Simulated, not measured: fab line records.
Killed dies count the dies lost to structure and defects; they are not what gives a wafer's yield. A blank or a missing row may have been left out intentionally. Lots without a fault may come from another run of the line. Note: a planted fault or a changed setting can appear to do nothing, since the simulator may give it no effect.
Problem report in the 8D (eight disciplines) form, filled by code    flow rit-cmos    the parts of the form that need people (team, actions taken, sign-off) are left out

== 1. THE ISSUE ==
Mean of chamber-pressure-mTorr at RIT_M1_METAL_ETCH_12: 149.89 mTorr across 2 wafers in 2 lots; on wafers with no fault it is 100.01 mTorr (standard deviation 0.093). So: +99 or more standard deviations from the usual mean.
The step: etches Al in Cl2/BCl3, stops on SiO2, time 165 s, target depth 600 nm.
First seen on wafer L508.5, day 6 05:16, on rie-metal-02. The record has a number at this step for 42 wafers belonging to 14 lots. Rule for "out" (also "out of limits"): further than 4 standard deviations from the usual mean. Any other wafer with a number is counted as sound.

== 2. WHAT IT IS, WHAT IT ISN'T ==
question                     is                      is not
which readings at this step  chamber-pressure-mTorr  bcl3-flow-sccm, drypump-motor-current-A, oes-product-au, throttle-valve-pct
which lots                   L508, L511              L494, L496, L498, L499, L500, L501, L502, L510, L512, L514, L515, L517
which wafers of those lots   L508.5, L511.1          L508.3, L508.6, L511.4, L511.6
read on which tools          rie-metal-02            rie-metal-01, rie-metal-04
when                         from day 6 05:16        up to then (23 sound wafers); but 17 sound wafers of L510, L511, L512, L514, L515, L517 came after

== 3. WHAT RULES OUT EACH SUSPECT ==
Counting: if a tool at a process step up to the reading ran every lot that is out, it stays a suspect. Sound lots after the first of them don't rule it out here, since some wafers of a struck lot are sound.
- rie-metal-02 at RIT_M1_METAL_ETCH_12 (etches Al in Cl2/BCl3, stops on SiO2, time 165 s, target depth 600 nm): kept. It ran every lot that is out, first L508 (day 6 05:16); its last sound lot up to then is L502 (day 5 02:49). Out on those wafers are its own readings of chamber-pressure-mTorr.
- Within rie-metal-02 at RIT_M1_METAL_ETCH_12, the wafers that are out were processed in chamber 1 and their sound lot-mates in chamber 0.
Remaining after the count: rie-metal-02 at RIT_M1_METAL_ETCH_12.

== 4. THE CAUSE (what the simulator had put in) ==
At RIT_M1_METAL_ETCH_12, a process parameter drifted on rie-metal-02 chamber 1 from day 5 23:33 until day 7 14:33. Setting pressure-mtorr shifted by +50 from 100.
The count eliminated every tool but this one.

== 5. THE EFFECT CHAIN, in route order ==
Each row: a reading whose mean over the struck wafers that have a number lies more than 3 standard deviations from the usual. Readings are gone through only where the record gives a usual standard deviation; hours: the median, over the lots, of the time from a lot's start at the first step in this table giving one to that lot's start at this step; sigmas: the change measured in usual standard deviations.
hours  step                  reading                 usual         on struck wafers  change  sigmas
0      RIT_M1_METAL_ETCH_12  chamber-pressure-mTorr  100.01 mTorr  149.89            +49.88  +99 or more
Here are the process steps it includes:
- RIT_M1_METAL_ETCH_12: etches Al in Cl2/BCl3, stops on SiO2, time 165 s, target depth 600 nm.

== 6. HOW IT WOULD HAVE BEEN CAUGHT EARLIER ==
In this record no reading fell out of limits until day 6 05:16, 6 hours after the fault had begun at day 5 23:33.
